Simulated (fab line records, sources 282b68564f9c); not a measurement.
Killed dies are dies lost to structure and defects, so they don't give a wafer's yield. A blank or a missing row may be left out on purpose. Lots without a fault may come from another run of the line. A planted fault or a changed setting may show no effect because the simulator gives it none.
Which tool did it? | flow rit_cmos | 14 lots, 42 wafers sampled, at 2 steps of a route of 202

WHAT THE GAUGES READ, wafer by wafer
RIT_ACTIVE_THK_MEAS_02.
lot  | measured    | on            | ACTIVE_OXIDE_THK (nm)
L479 | day 1 12:58 | film_metro-01 | 47.8 47.1 47.1
L481 | day 1 22:30 | film_metro-03 | 46.2 45.7 45.9
L482 | day 2 03:03 | film_metro-03 | 44.7 45.2 45.0
L483 | day 2 08:03 | film_metro-03 | 45.0 45.6 44.6
L485 | day 2 19:27 | film_metro-04 | 46.8 46.4 46.3
L486 | day 3 03:35 | film_metro-01 | 46.2 47.0 46.5
L487 | day 3 07:05 | film_metro-01 | 45.5 45.4 45.3
L488 | day 3 10:19 | film_metro-04 | 45.4 45.6 45.7
L489 | day 3 15:29 | film_metro-01 | 47.3 46.6 46.5
L490 | day 3 19:03 | film_metro-04 | 44.7 44.6 41.6
L496 | day 5 02:01 | film_metro-03 | 45.7 44.0 42.2
L500 | day 5 22:05 | film_metro-01 | 46.6 46.1 46.3
L501 | day 6 02:04 | film_metro-04 | 46.2 45.4 46.1
L502 | day 6 07:04 | film_metro-01 | 45.2 44.8 44.5

WHICH TOOL RAN EACH LOT (tool, then ch and the chambers of the sampled wafers, then the start)
lot  | RIT_ACTIVE_OXIDATION_01
L479 | furnace-04 ch 0, day 1 11:02
L481 | furnace-04 ch 0, day 1 20:34
L482 | furnace-01 ch 0, day 2 01:07
L483 | furnace-01 ch 0, day 2 06:07
L485 | furnace-03 ch 0, day 2 17:31
L486 | furnace-03 ch 0, day 3 01:39
L487 | furnace-03 ch 0, day 3 05:08
L488 | furnace-03 ch 0, day 3 08:23
L489 | furnace-04 ch 0, day 3 13:31
L490 | furnace-03 ch 0, day 3 17:07
L496 | furnace-03 ch 0, day 5 00:05
L500 | furnace-01 ch 0, day 5 20:09
L501 | furnace-01 ch 0, day 6 00:07
L502 | furnace-01 ch 0, day 6 05:07
- RIT_ACTIVE_OXIDATION_01: target thk 46.8 nm, ox time 3360 s.

WHAT THE TOOLS THEMSELVES READ (means of the sampled wafers that have a number; where no wafer has one, the mark that the record gives instead)
RIT_ACTIVE_OXIDATION_01.
lot  | tool       | spike_tc_centre_C (C)
L479 | furnace-04 | 1000.9
L481 | furnace-04 | 1001.8
L482 | furnace-01 | 999.4
L483 | furnace-01 | 999.8
L485 | furnace-03 | 1005.7
L486 | furnace-03 | 1005.2
L487 | furnace-03 | 1006.5
L488 | furnace-03 | 1005.0
L489 | furnace-04 | 1002.5
L490 | furnace-03 | 1005.4
L496 | furnace-03 | 1004.5
L500 | furnace-01 | 999.9
L501 | furnace-01 | 999.8
L502 | furnace-01 | 1000.1

THE ANSWER, worked out from the rows above alone
Rule: what is usual is taken from the lots themselves. Put in order of their means at a reading, lots are off if they are a third of the lots or fewer, leave a main group of 4 or more, and stand apart from it by a gap of 3 or more times the standard deviation of the main group's means; of several such gaps the widest counts. A main group whose means are all the same, to the digits that the tables above print for the reading, isn't used. A lot without any number at a reading at which 4 lots or more have one is off too. The other lots that the step has rows for count as sound. The gauges are gone through in route order, then the tools' own readings, and for those a lot's mean is taken as printed above. The first step at which some lot is off is used, and at that step the reading that is off furthest; a lot without a number counts as furthest.
No lot is off at any reading shown: from this, nothing can be told.

WHAT THE SIMULATOR HAD PUT IN
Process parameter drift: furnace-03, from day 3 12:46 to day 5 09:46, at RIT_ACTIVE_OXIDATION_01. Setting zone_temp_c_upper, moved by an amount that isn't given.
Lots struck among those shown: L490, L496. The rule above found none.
